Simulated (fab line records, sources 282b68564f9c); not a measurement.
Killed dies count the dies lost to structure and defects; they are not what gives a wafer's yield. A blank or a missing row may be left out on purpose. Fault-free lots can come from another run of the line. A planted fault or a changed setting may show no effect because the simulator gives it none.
fab line records -- flow rit-cmos
record: lots: 14, wafers: 42, last-day: 7
route steps=202 shown NWELL@36
lots with no fault: from the same line, run without faults
start-h: start of the lot's first displayed wafer, in hours after the record's first day -- wait-h: how many hours have passed since the lot's step before this one -- " same as the row above -- L1.1+2: several wafers, shown together as one row -- - value missing, or start not given -- * or withheld: withheld -- < > ~ a bound
route shown NAME@n: names a module that has steps shown in the file, with the first one's number in the route -- usual: average and standard deviation across the fault-free wafers -- same: alike in all rows -- chamber/n: place in a boat -- sites: each site's reading -- _std_site: the standard deviation of these -- _edge_site: outer sites' mean less inner sites' -- radius-mm: for every site, how far away it sits from the centre of the wafer -- mask NAME#n: copy n -- behind: tool/chamber where the wafer was last shaped -- hold: reason for holding the lot/hours on hold/outcome of the hold -- device: transistor that didn't switch, given as n, p or np -- end of line: at the end of the route, the tests of the same wafers -- a step with no rows: only its recipe -- killed: the dies lost at the first sort to structure and to defects; this is not the yield of the wafer -- map: a wafer's dies, x killed, . not, _ none there
set.NAME: the run value of the setting; set.NAME@STEP: its run value at that earlier step -- model.NAME: the simulator's own value behind a step, which no gauge read
the route's steps for a sample of lots (tables are steps, rows are wafers)
services: the hour from which a tool's chamber was out of use, counted from the record's first day as start-h (under 0 if before that day), plus the number of hours and why
== steps ==
step: RIT_NWELL_IMPLANT_08
recipe: species: P, energy-kev: 170, dose-cm2: 5e+13, tilt-deg: 7
usual: beam-energy-keV: 170.00/0.054, beam-on-s: 10.00/0.2
lot.wafer,tool,chamber,start-h,wait-h,beam-energy-keV,beam-on-s
L179.2,implanter-04,0,29.68,0.2,169.97,9.63
L179.4,implanter-04,0,29.68,0.2,169.97,9.74
L179.6,implanter-04,0,29.68,0.2,170.10,10.44
L180.3,implanter-01,0,29.98,0.2,170.00,10.05
L180.4,implanter-01,0,29.98,0.2,170.01,9.74
L180.5,implanter-01,0,29.98,0.2,170.00,10.32
L182.1,implanter-04,0,39.27,0.2,170.08,9.82
L182.2,implanter-04,0,39.27,0.2,169.97,10.18
L182.3,implanter-04,0,39.27,0.2,170.04,10.03
L185.3,implanter-04,0,53.84,0.2,214.11,9.96
L185.4,implanter-04,0,53.84,0.2,214.24,9.66
L185.5,implanter-04,0,53.84,0.2,214.17,9.86
L187.1,implanter-02,0,68.46,0.2,170.15,9.98
L187.3,implanter-02,0,68.46,0.2,170.02,9.96
L187.6,implanter-02,0,68.46,0.2,170.03,10.02
L190.1,implanter-04,0,78.64,0.2,214.24,9.58
L190.4,implanter-04,0,78.64,0.2,214.12,10.12
L190.5,implanter-04,0,78.64,0.2,214.15,10.05
L192.3,implanter-01,0,87.26,0.2,170.08,10.27
L192.4,implanter-01,0,87.26,0.2,169.95,9.98
L192.6,implanter-01,0,87.26,0.2,170.00,9.78
L194.1,implanter-02,0,102.29,0.2,169.94,10.15
L194.5,implanter-02,0,102.29,0.2,169.89,10.60
L194.6,implanter-02,0,102.29,0.2,169.92,9.98
L195.1,implanter-02,0,108.25,0.2,170.04,9.63
L195.4,implanter-02,0,108.25,0.2,170.01,10.28
L195.6,implanter-02,0,108.25,0.2,169.98,9.98
L197.2,implanter-01,0,115.67,0.2,169.93,10.07
L197.3,implanter-01,0,115.67,0.2,169.91,10.26
L197.6,implanter-01,0,115.67,0.2,169.90,10.38
L199.3,implanter-01,0,122.48,0.2,170.03,9.79
L199.5,implanter-01,0,122.48,0.2,170.02,10.09
L199.6,implanter-01,0,122.48,0.2,170.03,9.84
L200.2,implanter-02,0,129.15,0.2,170.00,9.79
L200.5,implanter-02,0,129.15,0.2,169.93,10.15
L200.6,implanter-02,0,129.15,0.2,170.02,9.92
L201.4,implanter-04,0,134.21,0.2,169.94,9.88
L201.5,implanter-04,0,134.21,0.2,169.94,10.04
L201.6,implanter-04,0,134.21,0.2,170.01,9.90
L202.1,implanter-01,0,138.84,0.2,170.00,10.06
L202.5,implanter-01,0,138.84,0.2,170.02,9.95
L202.6,implanter-01,0,138.84,0.2,169.97,10.05
step: RIT_NWELL_TW_MEAS_10
usual: NWELL_TW: 2148/15
lot.wafer,tool,chamber,start-h,wait-h,NWELL_TW
L179.2,film-metro-04,-,29.99,0.1,2119
L179.4,film-metro-04,-,29.99,0.1,2117
L179.6,film-metro-04,-,29.99,0.1,2123
L180.3,film-metro-01,-,30.27,0.1,2157
L180.4,film-metro-01,-,30.27,0.1,2161
L180.5,film-metro-01,-,30.27,0.1,2155
L182.1,film-metro-02,-,39.60,0.1,2120
L182.2,film-metro-02,-,39.60,0.1,2136
L182.3,film-metro-02,-,39.60,0.1,2141
L185.3,film-metro-02,-,54.13,0.1,2248
L185.4,film-metro-02,-,54.13,0.1,2247
L185.5,film-metro-02,-,54.13,0.1,2243
L187.1,film-metro-02,-,68.79,0.1,2152
L187.3,film-metro-02,-,68.79,0.1,2157
L187.6,film-metro-02,-,68.79,0.1,2148
L190.1,film-metro-01,-,78.97,0.1,2240
L190.4,film-metro-01,-,78.97,0.1,2250
L190.5,film-metro-01,-,78.97,0.1,2242
L192.3,film-metro-04,-,87.56,0.1,2130
L192.4,film-metro-04,-,87.56,0.1,2130
L192.6,film-metro-04,-,87.56,0.1,2133
L194.1,film-metro-04,-,102.61,0.1,2122
L194.5,film-metro-04,-,102.61,0.1,2133
L194.6,film-metro-04,-,102.61,0.1,2124
L195.1,film-metro-02,-,108.57,0.1,2156
L195.4,film-metro-02,-,108.57,0.1,2159
L195.6,film-metro-02,-,108.57,0.1,2147
L197.2,film-metro-01,-,115.98,0.1,2158
L197.3,film-metro-01,-,115.98,0.1,2158
L197.6,film-metro-01,-,115.98,0.1,2147
L199.3,film-metro-01,-,122.77,0.1,2158
L199.5,film-metro-01,-,122.77,0.1,2154
L199.6,film-metro-01,-,122.77,0.1,2154
L200.2,film-metro-01,-,129.46,0.1,2148
L200.5,film-metro-01,-,129.46,0.1,2167
L200.6,film-metro-01,-,129.46,0.1,2157
L201.4,film-metro-01,-,134.49,0.1,2136
L201.5,film-metro-01,-,134.49,0.1,2156
L201.6,film-metro-01,-,134.49,0.1,2159
L202.1,film-metro-01,-,139.17,0.1,2156
L202.5,film-metro-01,-,139.17,0.1,2149
L202.6,film-metro-01,-,139.17,0.1,2162
== services ==
tool,chamber,start-h,hours,kind
implanter-02,-,50.90,1.8,repair
implanter-04,-,64.07,4.5,pm
implanter-02,-,92.01,0.8,repair
implanter-01,-,99.56,3.5,repair
implanter-04,-,103.79,3.2,pm
implanter-04,-,113.03,1.0,repair
implanter-01,-,120.18,1.3,repair
== key ==
first-sign: step: RIT_NWELL_IMPLANT_08, reading: beam-energy-keV, direction: up, sigmas: 99+, usual: 170.00, struck: 214.17
effect: step: RIT_NWELL_TW_MEAS_10, reading: NWELL_TW, direction: up, sigmas: 6.3, usual: 2148, struck: 2245
met-at RIT_NWELL_IMPLANT_08
struck-lots L185,L190
tester-left-out L185,L190
onset-between 39.27 53.84
fault: kind: process-parameter-drift, tool: implanter-04, chamber: -, onset-h: 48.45, steps: RIT_NWELL_IMPLANT_08, channel: energy-kev, offset: 44.2, shape: step, end-h: 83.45, acts-in: these-recipes-only, stated: 170
tester-left-out: of these lots the tester's yield and bins aren't shown, on N5 and GAA mostly nor the transistor test; their killed dies are dies lost to structure and defects alone, not to doping, threshold or leakage, so they don't give the yield
